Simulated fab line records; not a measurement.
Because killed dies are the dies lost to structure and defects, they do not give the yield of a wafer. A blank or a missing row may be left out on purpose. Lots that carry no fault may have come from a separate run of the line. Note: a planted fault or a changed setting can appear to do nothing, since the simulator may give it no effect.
Comparing a struck lot with a sound one :: flow rit cmos :: 22 out of 202 route steps
Sound: the wafers L226.2, L226.3, L226.5. Wafers L209.3, L209.4, L209.6 were the ones struck. The cause is named last.
For every step that has rows: the tool of each side, followed by ch and its chambers, followed by its first start. Under that, the readings that differ: sound wafers :: struck wafers :: difference of the means :: sigmas: that difference in standard deviations of wafers without a fault.
alike: same words and numbers on both sides, and readings whose means sit less than 2 such deviations apart. not compared: any withheld reading, any reading some wafer has no value for, any bound like >300 that may hide the same value, and any number with overlapping values for which the record gives no deviation.
A row with sigmas, a row that says differs or no value, or rows on one side alone: a step with any of these is where the two part. Non-overlapping numbers with no deviation appear without sigmas and do not part them. Lack of a reading on every wafer of one side parts them only where that side has two or more wafers.

first, 5 steps without rows for these wafers: RIT_GATE_WET_ETCH_00 (etches SiO2 in BOE, target depth 56 nm, time 60 s); RIT_GATE_CLEAN_01 (cleans in SC1, time 600 s); RIT_GATE_CLEAN_02 (cleans in dHF, time 30 s); RIT_GATE_CLEAN_03 (cleans in SC2, time 600 s); RIT_GATE_CLEAN_04 (cleans in dHF, time 60.89 s).
RIT_FOX2_THK_MEAS_91:
  struck on film metro-04, day 3 09:29; sound on film metro-03, day 6 22:19
  alike: FIELD_OXIDE_LEFT_2_THK
then, 2 steps without rows for these wafers: RIT_GATE_OXIDATION_05 (target thk 3 nm, ox time 270 s); RIT_GATE_ANNEAL_06 (time 600 s).
RIT_GATE_THK_MEAS_07:
  struck on film metro-04, day 3 10:58; sound on film metro-02, day 6 23:42
  alike: GATE_OXIDE_THK
then, 1 step without rows for these wafers: RIT_GATE_CVD_08 (deposits poly-Si from SiH4, target thk 250 nm, time 2220 s).
RIT_GATE_THK_MEAS_09:
  struck on film metro-04, day 3 13:27; sound on film metro-04, day 7 01:22
  alike: GATE_POLY_THK
then, 1 step without rows for these wafers: RIT_GATE_HMDS_10 (prime time 60 s).
RIT_GATE_COAT_11: resist thk 850 nm.
  sound on litho track-04 ch 0, day 7 01:36; struck on litho track-04 ch 0, day 3 13:41
reading: model.NOVOLAK_of_GATE_COAT_11.thk nm (nm)
sound: 852.9 851.3 854
struck: 466 466 465.2
difference: -387
sigmas: 
then, 3 steps without rows for these wafers: RIT_GATE_SOFTBAKE_12 (time 60 s); RIT_GATE_EXPOSE_13 (exposes mask M6, target cd 150 nm); RIT_GATE_PEB_14.
RIT_GATE_DEVELOP_15: develop time 48.27 s.
  sound on litho track-04 ch 0; struck on litho track-02 ch 0
reading: model.GATE.cd nm (nm)
sound: 154 154.8 152.8
struck: 95.24 94.61 94.55
difference: -59.07
sigmas: 
  alike: developer temp C
RIT_GATE_CD_MEAS_16: the cd target is 150 nm.
  struck on cd sem-01, day 3 14:30; sound on cd sem-01, day 7 02:17
reading: cd nm (nm)
sound: 153.9 155.1 152.6
struck: 95.1 94.6 94.4
difference: -59.2
sigmas: -25
RIT_GATE_OVL_MEAS_17:
  struck on overlay-02, day 3 14:35; sound on overlay-01, day 7 02:24
  alike: GATE_OVL
then, 1 step without rows for these wafers: RIT_GATE_HARDBAKE_18 (time 60 s).
RIT_GATE_ETCH_19: etches poly-Si in SF6/CHF3/O2, stops on SiO2, time 165 s, target depth 312.5 nm.
  sound on rie si-02 ch 1,2, day 7 02:35; struck on rie si-01 ch 0,1,2, day 3 14:46
reading: model.NOVOLAK_of_GATE_COAT_11.thk nm (nm)
sound: 672.5 669.9 673.6
struck: 331.8 336 333.9
difference: -338.1
sigmas: 

reading: model.GATE.cd nm (nm)
sound: 154 154.9 152.9
struck: 95.19 94.72 94.74
difference: -59.05
sigmas: 
  alike: SF6_flow_sccm, drypump motor current A, oes product au, rf fwd power W, throttle valve pct
  not compared: rf hours counter h
RIT_GATE_STRIP_20: strips in O2, time 180 s.
  sound on plasma asher-04 ch 0,1, day 7 02:41; struck on plasma asher-01 ch 0,1, day 3 14:56
  alike: drypump motor current A, o2 flow sccm
  not compared: rf hours counter h

== WHERE THEY PART ==
Within this record, at RIT_GATE_CD_MEAS_16 only. Later steps at which nothing parts them and some readings are alike: RIT_GATE_OVL_MEAS_17, RIT_GATE_ETCH_19, RIT_GATE_STRIP_20.

WHY: what had been put in by the simulator
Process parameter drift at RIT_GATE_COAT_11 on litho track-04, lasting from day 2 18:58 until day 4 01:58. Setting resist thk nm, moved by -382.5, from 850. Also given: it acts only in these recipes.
